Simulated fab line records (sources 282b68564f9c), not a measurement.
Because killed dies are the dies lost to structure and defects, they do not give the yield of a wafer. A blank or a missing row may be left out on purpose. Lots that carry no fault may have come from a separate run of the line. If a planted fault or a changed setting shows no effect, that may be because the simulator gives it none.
Which tool is to blame? | flow rit cmos | Sampling: 14 lots, 42 wafers, 4 of 202 route steps

WHAT EACH GAUGE READ, for each wafer
RIT_WELLDRIVE_RS_MEAS_01: a four-point-probe measurement. Usual: NWELL_RS gives 275.4 ohm/sq (standard deviation 0.67).
lot  | measured    | on            | NWELL_RS (ohm/sq) | flag
L294 | day 2 05:20 | film metro-04 | 274.9 275.5 274.3 |
L296 | day 2 16:04 | film metro-02 | 275.1 275.0 276.6 |
L297 | day 2 19:33 | film metro-01 | 275.7 274.6 275.6 |
L298 | day 3 00:51 | film metro-04 | 275.9 275.8 275.2 |
L300 | day 3 10:41 | film metro-02 | 276.7 276.5 276.1 |
L301 | day 3 18:44 | film metro-02 | 275.6 275.0 275.2 |
L302 | day 3 23:47 | film metro-02 | 276.1 275.8 276.3 |
L303 | day 4 01:11 | film metro-01 | 275.3 275.6 274.8 |
L304 | day 4 06:13 | film metro-01 | 275.2 275.8 275.7 |
L305 | day 4 12:02 | film metro-04 | 275.5 275.9 275.4 |
L306 | day 4 16:44 | film metro-04 | 274.3 274.5 275.3 |
L307 | day 4 21:49 | film metro-04 | 276.5 275.5 275.6 |
L309 | day 5 09:00 | film metro-01 | 275.3 275.2 275.4 |
L317 | day 7 06:22 | film metro-04 | 276.0 275.7 274.5 |

RIT_NRETRO_TW_MEAS_10. Usual: NRETRO_TW gives 1055 (standard deviation 13).
lot  | measured    | on            | NRETRO_TW      | flag
L294 | day 2 09:02 | film metro-01 | 1061 1060 1058 |
L296 | day 2 17:48 | film metro-03 | 1065 1056 1061 |
L297 | day 2 21:17 | film metro-04 | 1038 1034 1041 |
L298 | day 3 02:42 | film metro-03 | 1070 1069 1070 |
L300 | day 3 12:47 | film metro-04 | 1032 1033 1034 |
L301 | day 3 20:28 | film metro-03 | 1064 1065 1070 |
L302 | day 4 01:32 | film metro-03 | 1055 1063 1060 |
L303 | day 4 03:02 | film metro-01 | 1072 1069 1067 |
L304 | day 4 07:56 | film metro-01 | 1064 1063 1063 |
L305 | day 4 13:53 | film metro-03 | 1059 1054 1060 |
L306 | day 4 18:35 | film metro-04 | 1036 1031 1036 |
L307 | day 4 23:32 | film metro-01 | 1063 1067 1069 |
L309 | day 5 10:44 | film metro-03 | 1057 1059 1064 |
L317 | day 7 08:16 | film metro-01 | 1068 1061 1065 |

WHAT TOOL EACH LOT RAN ON (gives the tool, then ch and the chambers of the sampled wafers, and finally the start)
lot  | RIT_FOX2_OXIDATION_00        | RIT_NWELL_STRIP_09
L294 | furnace-03 ch 0, day 1 18:33 | plasma asher-04 ch 0,1, day 1 22:16
L296 | furnace-02 ch 0, day 2 03:49 | plasma asher-04 ch 0,1, day 2 09:10
L297 | furnace-03 ch 0, day 2 08:01 | plasma asher-02 ch 0,1, day 2 11:38
L298 | furnace-02 ch 0, day 2 14:08 | plasma asher-02 ch 1, day 2 17:44
L300 | furnace-04 ch 0, day 3 00:11 | plasma asher-01 ch 0,1, day 3 03:49
L301 | furnace-02 ch 0, day 3 07:12 | plasma asher-04 ch 0,1, day 3 11:50
L302 | furnace-04 ch 0, day 3 11:48 | plasma asher-01 ch 0,1, day 3 16:18
L303 | furnace-04 ch 0, day 3 14:37 | plasma asher-04 ch 0,1, day 3 18:11
L304 | furnace-02 ch 0, day 3 19:33 | plasma asher-02 ch 0,1, day 3 23:11
L305 | furnace-02 ch 0, day 4 00:18 | plasma asher-01 ch 0,1, day 4 03:52
L306 | furnace-03 ch 0, day 4 06:13 | plasma asher-02 ch 0,1, day 4 09:47
L307 | furnace-02 ch 0, day 4 11:09 | plasma asher-01 ch 0,1, day 4 14:43
L309 | furnace-02 ch 0, day 4 21:33 | plasma asher-04 ch 0,1, day 5 01:24
L317 | furnace-03 ch 0, day 6 16:36 | plasma asher-01 ch 0,1, day 6 20:10
- RIT_FOX2_OXIDATION_00: target thk 350.7 nm, ox time 1130 s.
- RIT_NWELL_STRIP_09: strips in O2, time 180 s.

WHAT THE TOOLS THEMSELVES READ (means of the sampled wafers that have a number; where no wafer has one, the mark that the record gives instead)
RIT_FOX2_OXIDATION_00. Usual: spike tc centre C 1101.6 C, standard deviation 1.2; spike tc load C 1125.6 C, standard deviation 1.5; spike tc source C 1126.4 C, standard deviation 1.2; tube center temp C 1100 C, standard deviation 0.1; tube_center_temp_C_max 1102.8, standard deviation 0.45.
lot  | tool       | spike tc centre C (C) | spike tc load C (C) | spike tc source C (C) | tube center temp C (C) | tube_center_temp_C_max | flag
L294 | furnace-03 | 1101.9                | 1126.5              | 1128.2                | 1100                   | 1102.6                 |
L296 | furnace-02 | 1101.8                | 1123.9              | 1126.4                | 1100                   | 1103.3                 |
L297 | furnace-03 | 1102.6                | 1127.6              | 1127.9                | 1100                   | 1102.9                 |
L298 | furnace-02 | 1101.7                | 1124.4              | 1126.4                | 1100                   | 1102.6                 |
L300 | furnace-04 | 1103.1                | 1125.9              | 1126.4                | 1100                   | 1102.6                 |
L301 | furnace-02 | 1100.7                | 1123.9              | 1126.6                | 1100                   | 1103.0                 |
L302 | furnace-04 | 1103.3                | 1126.0              | 1126.0                | 1100                   | 1102.7                 |
L303 | furnace-04 | 1103.6                | 1125.7              | 1125.6                | 1100                   | 1102.7                 |
L304 | furnace-02 | 1101.1                | 1125.1              | 1126.0                | 1100                   | 1102.7                 |
L305 | furnace-02 | 1100.9                | 1124.3              | 1125.9                | 1100                   | 1102.4                 |
L306 | furnace-03 | 1102.3                | 1127.1              | 1128.1                | 1100                   | 1102.7                 |
L307 | furnace-02 | 1110.7                | 1134.7              | 1136.7                | 1109                   | 1111.9                 | OFF
L309 | furnace-02 | 1110.6                | 1134.3              | 1135.9                | 1109                   | 1112.3                 | OFF
L317 | furnace-03 | 1102.1                | 1127.7              | 1127.3                | 1100                   | 1102.8                 |

RIT_NWELL_STRIP_09. Usual: drypump motor current A reads 6.0 A (standard deviation 0.51).
lot  | tool            | drypump motor current A (A) | flag
L294 | plasma asher-04 | 5.7                         |
L296 | plasma asher-04 | 6.1                         |
L297 | plasma asher-02 | 5.8                         |
L298 | plasma asher-02 | 6.5                         |
L300 | plasma asher-01 | 6.1                         |
L301 | plasma asher-04 | 6.1                         |
L302 | plasma asher-01 | 6.0                         |
L303 | plasma asher-04 | 5.7                         |
L304 | plasma asher-02 | 6.1                         |
L305 | plasma asher-01 | 6.1                         |
L306 | plasma asher-02 | 5.8                         |
L307 | plasma asher-01 | 5.9                         |
L309 | plasma asher-04 | 6.2                         |
L317 | plasma asher-01 | 5.9                         |

THE ANSWER, worked out from the rows above alone
Rule: a lot counts as off when the mean over its wafers that have a number is more than 3 standard deviations away from the usual mean. Also off: a lot with no number at a reading for which 4 or more lots have one. Any other lot the step has rows for is counted as sound. The gauges are gone through in route order, then the tools' own readings, and for those a lot's mean is taken as printed above. The first step at which some lot is off is used, and at that step the reading that is off furthest; a lot without a number counts as furthest.
Off: L307, L309 (RIT_FOX2_OXIDATION_00, tube center temp C).
If a tool, at that step or one of the process steps before it, ran each lot that is off and ran no sound lot following the first of them, it fits. One fits: furnace-02 at RIT_FOX2_OXIDATION_00. Its last sound lot is L305 (day 4 00:18), its first lot that is off L307 (day 4 11:09): a fault that began between those two fits.
The tool's own readings at RIT_FOX2_OXIDATION_00 bear it out: on the lots that are off they differ by more than 5 times the standard deviation of the sound lots' means. spike tc centre C reads 1110.7 C there against 1102.1 C on the sound lots; spike tc load C reads 1134.5 C there against 1125.7 C on the sound lots; spike tc source C reads 1136.3 C there against 1126.7 C on the sound lots; tube center temp C reads 1109 C there against 1100 C on the sound lots; tube_center_temp_C_max reads 1112.1 there against 1102.8 on the sound lots.

WHAT THE SIMULATOR HAD INSERTED
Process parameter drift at RIT_FOX2_OXIDATION_00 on furnace-02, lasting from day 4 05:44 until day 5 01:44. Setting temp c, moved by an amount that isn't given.
Lots struck among those shown: L307, L309. Same finding as the rule above.
